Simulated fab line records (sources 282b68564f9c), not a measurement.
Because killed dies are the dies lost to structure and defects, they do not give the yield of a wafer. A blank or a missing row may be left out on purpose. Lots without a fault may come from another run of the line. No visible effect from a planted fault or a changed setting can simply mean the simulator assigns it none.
A lot that was struck, set against a sound lot / flow rit cmos / 14 steps out of a route of 202
Sound: wafers L871.1, L871.3, L871.6. The struck wafers were L879.3, L879.5, L879.6. Last of all comes the cause.
Per side, at each step with rows, come the tool, then ch with its chambers, and then its first start. Under that, the readings that differ: sound wafers / struck wafers / difference of the means / sigmas: that difference in standard deviations of wafers without a fault.
alike: readings whose means differ by less than 2 such deviations, and words and numbers that are the same on both sides. not compared: withheld readings, readings that some wafer has no value for, bounds like >300 that may hide the same value, and numbers for which the record gives no deviation and whose values overlap.
Wherever a step has rows on one side only, a row that says differs or no value, or a row with sigmas, the two part there. When numbers do not overlap yet have no deviation, they are printed without sigmas and do not part them. A reading that every wafer of one side lacks parts them only if that side has two wafers or more.

first, 2 steps without rows for these wafers: RIT_PLDD_PEB_04; RIT_PLDD_DEVELOP_05 (develop time 50 s).
RIT_PLDD_OVL_MEAS_06:
  struck on overlay-02, day 5 06:53; sound on overlay-01, day 3 16:47
  alike: PLDD_OVL
then, 2 steps without rows for these wafers: RIT_PLDD_HARDBAKE_07 (time 60 s); RIT_PLDD_IMPLANT_08.
RIT_PLDD_STRIP_09: strips in O2, time 180 s.
  sound on plasma asher-03 ch 1, day 3 17:08; struck on plasma asher-03 ch 0,1, day 5 07:16
reading=chamber pressure mTorr (mTorr); sound=3994 3995 3997; struck=4004 4008 4001; difference=+9; sigmas=+2
  alike: drypump motor current A
  not compared: rf hours counter h
RIT_PLDD_TW_MEAS_10:
  struck on film metro-02, day 5 07:24; sound on film metro-01, day 3 17:18
  alike: PLDD_TW
then, 4 steps without rows for these wafers: RIT_SPACER_CLEAN_00 (cleans in SC1, time 600 s); RIT_SPACER_CLEAN_01 (cleans in dHF, time 30 s); RIT_SPACER_CLEAN_02 (cleans in SC2, time 600 s); RIT_SPACER_CVD_03 (deposits Si3N4 from SiH2Cl2/NH3, target thk 250 nm, time 3300 s).
RIT_SPACER_THK_MEAS_04:
  struck on film metro-03, day 5 10:42; sound on film metro-03, day 3 19:41
  alike: SPACER_NITRIDE_THK
RIT_SPACER_ETCHBACK_05: etches Si3N4 in SF6/CHF3, stops on SiO2, target depth 250 nm, time 240 s.
  sound on rie diel-01 ch 0,2,3, day 3 19:44; struck on rie diel-01 ch 0,1, day 5 10:44
reading=oes product au (a.u.); sound=0.871 0.818 0.865; struck=0.685 0.683 0.687; difference=-0.166; sigmas=-10
reading=model.etch.depth nm (nm); sound=250 248.7 250.7; struck=186.9 186.3 178.2; difference=-66.0; sigmas=
reading=model.poly-Si_of_GATE_CVD_08.thk nm (nm); sound=170.8 167.8 169.9; struck=193.7 191.6 192.2; difference=+23.0; sigmas=
reading=model.Si3N4_of_SPACER_CVD_03.thk nm (nm); sound=198.4 195.1 197.4; struck=215.2 215.4 217.4; difference=+19.0; sigmas=
  alike: CHF3_flow_sccm, chamber pressure mTorr, drypump motor current A, throttle valve pct
  not compared: rf hours counter h
RIT_M1_PROBE_99:
  struck on prober-02, day 5 21:49; sound on prober-02, day 4 06:42
reading=killed at front end; sound=7 5 4; struck=264 264 264; difference=+259; sigmas=+86
reading=killed dies; sound=7 5 4; struck=264 264 264; difference=+259; sigmas=+86
reading=killed on rim; sound=2 1 0; struck=70 70 70; difference=+69; sigmas=+49
  alike: killed open, killed short

## WHERE THEY PART
First at RIT_PLDD_STRIP_09; last, within this record, at RIT_M1_PROBE_99.

WHY: whatever the simulator had introduced
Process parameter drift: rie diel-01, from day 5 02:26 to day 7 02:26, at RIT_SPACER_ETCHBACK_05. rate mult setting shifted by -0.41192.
